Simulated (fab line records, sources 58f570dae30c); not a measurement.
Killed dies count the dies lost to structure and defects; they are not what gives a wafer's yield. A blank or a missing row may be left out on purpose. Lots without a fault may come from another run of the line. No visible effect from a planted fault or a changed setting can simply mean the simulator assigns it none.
Matching of chambers :: flow berkeley cmos170 :: 4 sister chambers for UCB170_PWELL_ETCH_14 on rie diel-02
The step etches Si3N4 in CH3F/Ar/O2, stops on SiO2, target depth 242 nm, time 151 s. 14 wafers are shown with their chamber, then 7 later ones without.

== WAFERS PAIRED WITH THEIR CHAMBERS ==
wafer: L871.1
chamber: 3
throttle valve pct (%): 7.99
drypump motor current A (A): 6.0
oes product au (a.u.): 0.938

wafer: L871.2
chamber: 0
throttle valve pct (%): 7.85
drypump motor current A (A): 5.7
oes product au (a.u.): 0.955

wafer: L871.5
chamber: 2
throttle valve pct (%): 8.29
drypump motor current A (A): 6.0
oes product au (a.u.): 0.958

wafer: L875.1
chamber: 1
throttle valve pct (%): 8.03
drypump motor current A (A): 5.8
oes product au (a.u.): 0.974

wafer: L875.2
chamber: 3
throttle valve pct (%): 8.01
drypump motor current A (A): 6.0
oes product au (a.u.): 0.938

wafer: L875.6
chamber: 0
throttle valve pct (%): 7.84
drypump motor current A (A): 5.7
oes product au (a.u.): 0.951

wafer: L877.1
chamber: 0
throttle valve pct (%): 7.85
drypump motor current A (A): 5.7
oes product au (a.u.): 0.951

wafer: L877.2
chamber: 2
throttle valve pct (%): 8.29
drypump motor current A (A): 6.0
oes product au (a.u.): 0.958

wafer: L877.4
chamber: 3
throttle valve pct (%): 7.99
drypump motor current A (A): 6.0
oes product au (a.u.): 0.939

wafer: L882.1
chamber: 0
throttle valve pct (%): 7.85
drypump motor current A (A): 5.7
oes product au (a.u.): 0.954

wafer: L882.3
chamber: 2
throttle valve pct (%): 8.28
drypump motor current A (A): 6.0
oes product au (a.u.): 0.961

wafer: L882.6
chamber: 0
throttle valve pct (%): 7.86
drypump motor current A (A): 5.8
oes product au (a.u.): 0.943

wafer: L884.2
chamber: 3
throttle valve pct (%): 7.98
drypump motor current A (A): 6.0
oes product au (a.u.): 0.933

wafer: L884.3
chamber: 0
throttle valve pct (%): 7.85
drypump motor current A (A): 5.7
oes product au (a.u.): 0.953

SIGNATURES (averages over the wafers above)
reading: throttle valve pct
chamber 0: 7.8500
chamber 1: 8.0300
chamber 2: 8.2867
chamber 3: 7.9925
scatter within a chamber: 0.00861

reading: drypump motor current A
chamber 0: 5.717
chamber 1: 5.800
chamber 2: 6.000
chamber 3: 6.000
scatter within a chamber: 0.0289

reading: oes product au
chamber 0: 0.95117
chamber 1: 0.97400
chamber 2: 0.95900
chamber 3: 0.93700
scatter within a chamber: 0.00348
Rule: for each reading, subtract the chamber's mean from the wafer's reading, divide by that reading's scatter and square the result; add these up over the readings and take the root, which gives the wafer's distance from the chamber. If the next closest chamber is less than 2 further off than the closest, the wafer can't be placed; otherwise it belongs to the closest. The scatter: the root of (the sum of the squares of (reading less its chamber's mean) over the shown wafers, divided by (wafers less chambers)).

== WAFERS WHOSE CHAMBER IS MISSING ==
wafer: L884.4
throttle valve pct (%): 7.85
drypump motor current A (A): 5.8
oes product au (a.u.): 0.953

wafer: L886.1
throttle valve pct (%): 7.84
drypump motor current A (A): 5.7
oes product au (a.u.): 0.948

wafer: L886.2
throttle valve pct (%): 8.00
drypump motor current A (A): 6.0
oes product au (a.u.): 0.931

wafer: L886.3
throttle valve pct (%): 8.03
drypump motor current A (A): 5.9
oes product au (a.u.): 0.950

wafer: L888.3
throttle valve pct (%): 7.85
drypump motor current A (A): 5.7
oes product au (a.u.): 0.947

wafer: L888.4
throttle valve pct (%): 8.03
drypump motor current A (A): 5.8
oes product au (a.u.): 0.936

wafer: L888.5
throttle valve pct (%): 8.04
drypump motor current A (A): 5.8
oes product au (a.u.): 0.941

== THE CHAMBER EACH PASSED THROUGH ==
wafer: L884.4
from the rows above: 0
in truth: 0

wafer: L886.1
from the rows above: 0
in truth: 0

wafer: L886.2
from the rows above: 3
in truth: 3

wafer: L886.3
from the rows above: can't be placed: 3 or 1
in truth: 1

wafer: L888.3
from the rows above: 0
in truth: 0

wafer: L888.4
from the rows above: 3
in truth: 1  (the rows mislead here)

wafer: L888.5
from the rows above: can't be placed: 3 or 1
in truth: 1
Placed correctly: 4 of 7. These rows do not allow placing 2 (true chamber among the candidates in 2). Wrongly placed: 1.
